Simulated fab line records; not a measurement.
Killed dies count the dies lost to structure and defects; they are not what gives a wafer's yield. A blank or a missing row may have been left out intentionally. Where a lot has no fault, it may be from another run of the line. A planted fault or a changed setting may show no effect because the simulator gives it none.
A struck lot beside a sound one	flow rit_cmos	20 steps out of a route of 202
Sound: the wafers L197.2, L197.4, L197.5. Struck: wafers L188.2, L188.4, L188.5. The cause comes at the end.
At each step with rows: each side's tool, then ch and its chambers, then its first start. Under that, the readings that differ: sound wafers	struck wafers	difference of the means	sigmas: that difference in standard deviations of wafers without a fault.
alike: same words and numbers on both sides, and readings whose means sit less than 2 such deviations apart. not compared: any withheld reading, any reading some wafer has no value for, any bound like >300 that may hide the same value, and any number with overlapping values for which the record gives no deviation.
Wherever a step has rows on one side only, a row that says differs or no value, or a row with sigmas, the two part there. When numbers do not overlap yet have no deviation, they are printed without sigmas and do not part them. A reading that every wafer of one side lacks parts them only if that side has two wafers or more.

first, 6 steps without rows for these wafers: RIT_NWELL_HMDS_00 (prime time 60 s); RIT_NWELL_COAT_01 (resist thk 1300 nm); RIT_NWELL_SOFTBAKE_02 (time 60 s); RIT_NWELL_EXPOSE_03 (exposes mask M2, target cd 43900 nm); RIT_NWELL_PEB_04; RIT_NWELL_DEVELOP_05 (develop time 68 s).
RIT_NWELL_OVL_MEAS_06:
  sound: overlay-02 at day 6 10:52; struck: overlay-02 at day 4 16:32
  alike: NWELL_OVL
then, 2 steps without rows for these wafers: RIT_NWELL_HARDBAKE_07 (time 120 s); RIT_NWELL_IMPLANT_08.
RIT_NWELL_STRIP_09: strips in O2, time 180 s.
  sound on plasma_asher-04 ch 0,1, day 6 11:17; struck on plasma_asher-03 ch 0,1, day 4 16:58
  alike: drypump_motor_current_A
  not compared: rf_hours_counter_h
RIT_NWELL_TW_MEAS_10:
  sound: film_metro-04 at day 6 11:28; struck: film_metro-04 at day 4 17:09
  alike: NWELL_TW
then, 1 step without rows for these wafers: RIT_PWELL_HMDS_00 (prime time 60 s).
RIT_PWELL_COAT_01: resist thk 1300 nm.
  struck on litho_track-04, day 4 17:22; sound on litho_track-02 ch 0, day 6 11:42
  no value came back on the struck wafers for chill_plate_temp_C (C), dispense_pressure_kPa (kPa); on the sound wafers chill_plate_temp_C (C) reads 22.94 23.10 22.90
then, 4 steps without rows for these wafers: RIT_PWELL_SOFTBAKE_02 (time 60 s); RIT_PWELL_EXPOSE_03 (exposes mask M3, target cd 43700 nm); RIT_PWELL_PEB_04; RIT_PWELL_DEVELOP_05 (develop time 68 s).
RIT_PWELL_OVL_MEAS_06:
  sound: overlay-02 at day 6 12:25; struck: overlay-02 at day 4 18:13
reading	sound	struck	difference	sigmas
PWELL_OVL (nm)	2.0 1.8 1.9	- - -	no value on the struck wafers	
then, 1 step without rows for these wafers: RIT_PWELL_HARDBAKE_07 (time 120 s).
RIT_M1_PROBE_99:
  sound: prober-01 at day 8 14:57; struck: prober-01 at day 6 09:59
reading	sound	struck	difference	sigmas
killed_at_front_end	16 5 11	264 264 264	+253	+84
killed_dies	16 5 11	264 264 264	+253	+84
killed_on_rim	5 1 8	70 70 70	+65	+44
  alike: killed_at_contacts, killed_open, killed_short

WHERE THEY PART
At RIT_PWELL_COAT_01 first; at RIT_M1_PROBE_99 last (within this record only).

WHY: whatever the simulator had introduced
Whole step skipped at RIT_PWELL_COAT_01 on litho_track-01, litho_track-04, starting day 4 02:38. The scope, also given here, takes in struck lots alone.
